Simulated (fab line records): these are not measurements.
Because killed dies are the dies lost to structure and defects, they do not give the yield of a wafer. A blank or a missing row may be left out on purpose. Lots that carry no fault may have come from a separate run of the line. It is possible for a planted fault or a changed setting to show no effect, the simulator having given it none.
Struck lot and sound lot, side by side | flow rit cmos | 26 steps out of a route of 202
Sound: the wafers L557.1, L557.3, L557.5. Wafers struck: L568.1, L568.3, L568.4. The cause is named last.
Order at every step that has rows: each side's tool, ch and its chambers, its first start. Under that, the readings that differ: sound wafers | struck wafers | difference of the means | sigmas: that difference in standard deviations of wafers without a fault.
alike: words and numbers the same on both sides, and readings whose means are apart by under 2 such deviations; not compared: readings that were withheld, readings missing a value for some wafer, numbers with overlapping values and no deviation given by the record, and bounds like >300 which may hide the same value.
Wherever a step has rows on one side only, a row that says differs or no value, or a row with sigmas, the two part there. Numbers that have no deviation but don't overlap get no sigmas and don't part them. A reading missing from all wafers of one side parts the sides only when that side holds two or more wafers.

first, 1 step without rows for these wafers: RIT_PRETRO_IMPLANT_08.
RIT_PRETRO_STRIP_09: strips in O2, time 180 s.
  sound on plasma asher-03 ch 0,1, day 2 18:28; struck on plasma asher-03 ch 0,1, day 5 02:05
  alike: drypump motor current A
  not compared: rf hours counter h
RIT_PRETRO_TW_MEAS_10:
  struck on film metro-01, day 5 02:16; sound on film metro-03, day 2 18:38
  reading   | sound             | struck            | difference | sigmas
  PRETRO_TW | 472.6 473.4 472.3 | 478.5 479.3 476.0 | +5.2       | +2
then, 5 steps without rows for these wafers: RIT_GATE_WET_ETCH_00 (etches SiO2 in BOE, target depth 56 nm, time 62.87 s); RIT_GATE_CLEAN_01 (cleans in SC1, time 600 s); RIT_GATE_CLEAN_02 (cleans in dHF, time 30 s); RIT_GATE_CLEAN_03 (cleans in SC2, time 600 s); RIT_GATE_CLEAN_04 (cleans in dHF, time 60 s).
RIT_FOX2_THK_MEAS_91:
  struck on film metro-01, day 5 02:44; sound on film metro-01, day 2 19:07
  alike: FIELD_OXIDE_LEFT_2_THK
then, 2 steps without rows for these wafers: RIT_GATE_OXIDATION_05 (target thk 3 nm, ox time 270 s); RIT_GATE_ANNEAL_06 (time 600 s).
RIT_GATE_THK_MEAS_07:
  struck on film metro-03, day 5 04:08; sound on film metro-04, day 2 22:12
  alike: GATE_OXIDE_THK
RIT_GATE_CVD_08: deposits poly-Si from SiH4, target thk 250 nm, time 2220 s.
  sound on lpcvd-02 ch 0, day 2 22:16; struck on lpcvd-01 ch 0, day 5 04:24
  reading                                  | sound                | struck               | difference | sigmas
  spike tc centre C (C)                    | 613.6 613.1 612.7    | 629.3 632.2 629.4    | +17.2      | +13
  spike tc load C (C)                      | 636.1 633.7 635.8    | 653.5 653.6 655.0    | +18.8      | +9
  spike tc source C (C)                    | 631 629 630          | 651 650 651          | +21        | +6
  susceptor temp C (C)                     | 610.31 610.61 610.52 | 628.07 628.83 628.29 | +17.92     | +62
  model.poly-Si_of_GATE_CVD_08.thk nm (nm) | 244 244.5 244.5      | 386.5 384.1 383.5    | +140.4     |
  alike: pressure mtorr, zone power load pct
RIT_GATE_THK_MEAS_09:
  struck on film metro-01, day 5 06:01; sound on film metro-03, day 2 23:52
  reading            | sound             | struck            | difference | sigmas
  GATE_POLY_THK (nm) | 244.0 244.4 244.6 | 386.2 383.9 383.3 | +140.1     | +50
then, 6 steps without rows for these wafers: RIT_GATE_HMDS_10 (prime time 60 s); RIT_GATE_COAT_11 (resist thk 850 nm); RIT_GATE_SOFTBAKE_12 (time 60 s); RIT_GATE_EXPOSE_13 (exposes mask M6, target cd 150 nm); RIT_GATE_PEB_14; RIT_GATE_DEVELOP_15 (develop time 50 s).
RIT_GATE_CD_MEAS_16: target cd 150 nm.
  struck on cd sem-01, day 5 06:56; sound on cd sem-01, day 3 00:55
  alike: cd nm
RIT_GATE_OVL_MEAS_17:
  struck on overlay-02, day 5 07:03; sound on overlay-02, day 3 01:02
  alike: GATE_OVL
then, 1 step without rows for these wafers: RIT_GATE_HARDBAKE_18 (time 60 s).
RIT_GATE_ETCH_19: etches poly-Si in SF6/CHF3/O2, stops on SiO2, time 165 s, target depth 312.5 nm.
  sound on rie si-02 ch 1,3, day 3 01:13; struck on rie si-01 ch 0,1,2, day 5 07:14
  reading                          | sound             | struck            | difference | sigmas
  oes product au (a.u.)            | 0.827 0.814 0.818 | 1.002 0.994 0.989 | +0.175     | +10
  model.etch.depth nm (nm)         | 244 244.5 244.5   | 307.4 303.3 308.7 | +62.1      |
  model.GATE.feature depth nm (nm) | 244 244.5 244.5   | 307.4 303.3 308.7 | +62.1      |
  alike: drypump motor current A, throttle valve pct
  not compared: rf hours counter h
RIT_GATE_STRIP_20: strips in O2, time 180 s.
  sound on plasma asher-03 ch 0,1, day 3 01:19; struck on plasma asher-03 ch 0,1, day 5 07:20
  alike: drypump motor current A
  not compared: rf hours counter h
RIT_M1_PROBE_99:
  the record has rows for the struck wafers here (prober-02, day 6 04:02) and none for the sound ones

## WHERE THEY PART
At RIT_PRETRO_TW_MEAS_10 first; at RIT_M1_PROBE_99 last (within this record only).

WHY: the cause the simulator had injected
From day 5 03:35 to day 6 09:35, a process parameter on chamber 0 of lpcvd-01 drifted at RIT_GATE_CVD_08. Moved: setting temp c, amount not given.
